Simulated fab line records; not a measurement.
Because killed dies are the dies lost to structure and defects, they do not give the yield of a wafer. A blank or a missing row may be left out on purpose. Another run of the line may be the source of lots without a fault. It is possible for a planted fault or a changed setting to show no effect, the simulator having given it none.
Struck lot and sound lot, side by side ; flow rit-cmos ; 18 out of 202 route steps
Sound: wafers L342.1, L342.4, L342.5. The struck wafers were L352.1, L352.3, L352.4. The cause is given at the end.
Each step with rows lists, per side, the tool, then ch with its chambers, then its first start. Under that, the readings that differ: sound wafers ; struck wafers ; difference of the means ; sigmas: that difference in standard deviations of wafers without a fault.
alike: readings whose means differ by less than 2 such deviations, and words and numbers that are the same on both sides. not compared: withheld readings, readings that some wafer has no value for, bounds like >300 that may hide the same value, and numbers for which the record gives no deviation and whose values overlap.
The two part at a step that has a row with sigmas, a row that says differs or no value, or rows on one side only. Numbers that have no deviation but don't overlap get no sigmas and don't part them. A reading that every wafer of one side lacks parts them only if that side has two wafers or more.

first, 1 step without rows for these wafers: RIT_GATE_HARDBAKE_18 (time 60 s).
RIT_GATE_ETCH_19: etches poly-Si in SF6/CHF3/O2, stops on SiO2, time 165 s, target depth 312.5 nm.
  sound on rie-si-01 ch 1,3, day 3 04:30; struck on rie-si-01 ch 0,2,3, day 5 01:44
  alike: SF6_flow_sccm, chamber-pressure-mTorr, drypump-motor-current-A, oes-product-au, throttle-valve-pct
  not compared: rf-hours-counter-h
RIT_GATE_STRIP_20: strips in O2, time 180 s.
  sound on plasma-asher-01 ch 0,1, day 3 04:37; struck on plasma-asher-02 ch 0,1, day 5 01:50
  alike: chamber-pressure-mTorr, drypump-motor-current-A
  not compared: rf-hours-counter-h
RIT_GATE_CD_MEAS_90: target cd 150 nm.
  sound on cd-sem-02, day 3 04:47; struck on cd-sem-02, day 5 02:01
  alike: cd-nm
then, 4 steps without rows for these wafers: RIT_REOX_CLEAN_00 (cleans in SC1, time 600 s); RIT_REOX_CLEAN_01 (cleans in dHF, time 30 s); RIT_REOX_CLEAN_02 (cleans in SC2, time 600 s); RIT_REOX_OXIDATION_03 (target thk 25.2 nm, ox time 5580 s).
RIT_REOX_THK_MEAS_04:
  sound on film-metro-03, day 3 07:50; struck on film-metro-04, day 5 05:07
  alike: REOX_OXIDE_THK
then, 3 steps without rows for these wafers: RIT_NLDD_HMDS_00 (prime time 60 s); RIT_NLDD_COAT_01 (resist thk 1000 nm); RIT_NLDD_SOFTBAKE_02 (time 60 s).
RIT_NLDD_EXPOSE_03: exposes mask M7, target cd 40700 nm.
  sound on iline-stepper-02 ch 0, day 3 08:34; struck on iline-stepper-02 ch 0, day 5 05:45
reading;sound;struck;difference;sigmas
model.NLDD.overlay-x-nm (nm);0.6611 0.6611 0.6611;1.342e+04 1.342e+04 1.342e+04;+1.342e+04;
  alike: mask, reticle-temp-C
then, 2 steps without rows for these wafers: RIT_NLDD_PEB_04; RIT_NLDD_DEVELOP_05 (develop time 50 s).
RIT_NLDD_OVL_MEAS_06:
  sound on overlay-01, day 3 09:05; struck on overlay-01, day 5 06:09
reading;sound;struck;difference;sigmas
NLDD_OVL (nm);2.2 1.8 2.0;- - -;no value on the struck wafers;
then, 1 step without rows for these wafers: RIT_NLDD_HARDBAKE_07 (time 60 s).
RIT_M1_PROBE_99:
  sound on prober-01, day 4 01:40; struck on prober-01, day 5 22:10
reading;sound;struck;difference;sigmas
killed-at-front-end;12 10 4;264 263 264;+255;+85
killed-dies;12 11 4;264 264 264;+255;+85
killed-on-rim;2 2 1;70 70 70;+68;+49
model.etest.nldd.width-nm (nm);3153 3158 3160;2169 2159 2171;-991;
model.etest.nldd.line-ohm-um;129.3 130.9 130.5;173.7 175.8 174.3;+44.4;
model.etest.pmos-narrow.off-log10-a-um;-12.62 -12.53 -12.52;-4.827 -7.47 -6.072;+6.434;
model.etest.nmos_0p15.off-log10-a-um;-10.39 -10.21 -10.26;-13.35 -13.75 -13.49;-3.24;
  alike: killed-at-contacts, killed-open, killed-short
  not compared: model.etest.pmos_0p15.junction-log10-a-um, model.etest.pmos_0p3.off-log10-a-um, model.etest.pmos_0p15.bv-v, model.etest.pmos_0p3.bv-v

== WHERE THEY PART ==
At RIT_NLDD_OVL_MEAS_06 first; at RIT_M1_PROBE_99 last (within this record only).

WHY: the cause the simulator had injected
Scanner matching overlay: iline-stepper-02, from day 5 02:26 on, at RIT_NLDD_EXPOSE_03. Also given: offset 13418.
